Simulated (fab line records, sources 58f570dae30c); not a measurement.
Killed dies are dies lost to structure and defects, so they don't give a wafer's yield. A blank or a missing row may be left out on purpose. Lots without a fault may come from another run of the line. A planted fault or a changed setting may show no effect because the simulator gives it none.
Which tool did it? | flow berkeley_cmos170 | 14 lots, 42 wafers sampled, at 2 steps of a route of 331

WHAT THE GAUGES READ, wafer by wafer
UCB170_PWELL_OVL_MEAS_13. Usual: PWELL_OVL 3 nm, standard deviation 6.3.
lot  | measured    | on         | PWELL_OVL (nm) | flag
L823 | day 3 17:13 | overlay-01 | 7 9 0          |
L824 | day 4 02:34 | overlay-01 | 5 14 4         |
L827 | day 4 09:09 | overlay-01 | 1 7 0          |
L828 | day 4 19:04 | overlay-01 | -7 -2 2        |
L830 | day 5 04:25 | overlay-01 | 0 0 -2         |
L832 | day 5 12:24 | overlay-02 | -4 14 4        |
L836 | day 6 10:19 | overlay-01 | -1 3 7         |
L838 | day 6 19:11 | overlay-01 | 1 12 6         |
L840 | day 6 22:55 | overlay-02 | -8 -2 -3       |
L839 | day 6 23:11 | overlay-02 | 0 3 -3         |
L841 | day 7 12:38 | overlay-02 | 17 11 3        |
L844 | day 7 23:13 | overlay-01 | 7 16 11        |
L842 | day 7 23:29 | overlay-02 | -10 -16 -9     |
L845 | day 8 03:40 | overlay-02 | -3 2 2         |

UCB170_ACTIVE_OVL_MEAS_14. Usual: ACTIVE_OVL -2 nm, standard deviation 5.4.
lot  | measured    | on         | ACTIVE_OVL (nm) | flag
L823 | day 5 06:53 | overlay-02 | 0 0 -2          |
L824 | day 5 15:28 | overlay-02 | -4 -14 -5       |
L827 | day 6 00:02 | overlay-02 | 4 -3 2          |
L828 | day 6 09:04 | overlay-01 | 4 6 6           |
L830 | day 6 17:58 | overlay-01 | -1 -9 2         |
L832 | day 7 01:11 | overlay-02 | 4 6 2           |
L836 | day 7 21:58 | overlay-01 | -8 -10 -7       |
L838 | day 8 04:23 | overlay-01 | -3 -2 -4        |
L840 | day 8 04:04 | overlay-02 | -10 -8 -7       |
L839 | day 8 04:20 | overlay-02 | -6 -2 -5        |
L841 | day 9 01:14 | overlay-01 | 8 7 7           |
L844 | day 9 08:53 | overlay-01 | 0 -6 -8         |
L842 | day 9 09:10 | overlay-01 | 8 -2 6          |
L845 | day 9 09:26 | overlay-02 | 0 1 3           |

WHICH TOOL RAN EACH LOT (tool, then ch and the chambers of the sampled wafers, then the start)
The record holds no process step before these readings.

WHAT THE TOOLS THEMSELVES READ (means of the sampled wafers that have a number; where no wafer has one, the mark that the record gives instead)
The record holds no such reading with a usual standard deviation.

THE ANSWER, worked out from the rows above alone
Rule: a lot is off if the mean of its wafers that have a number lies more than 3 standard deviations from the usual mean. A lot without any number at a reading at which 4 lots or more have one is off too. The other lots that the step has rows for count as sound. The gauges are gone through in route order, then the tools' own readings, and for those a lot's mean is taken as printed above. The first step at which some lot is off is used, and at that step the reading that is off furthest; a lot without a number counts as furthest.
No lot is off at any reading shown: from this, nothing can be told.

WHAT THE SIMULATOR HAD PUT IN
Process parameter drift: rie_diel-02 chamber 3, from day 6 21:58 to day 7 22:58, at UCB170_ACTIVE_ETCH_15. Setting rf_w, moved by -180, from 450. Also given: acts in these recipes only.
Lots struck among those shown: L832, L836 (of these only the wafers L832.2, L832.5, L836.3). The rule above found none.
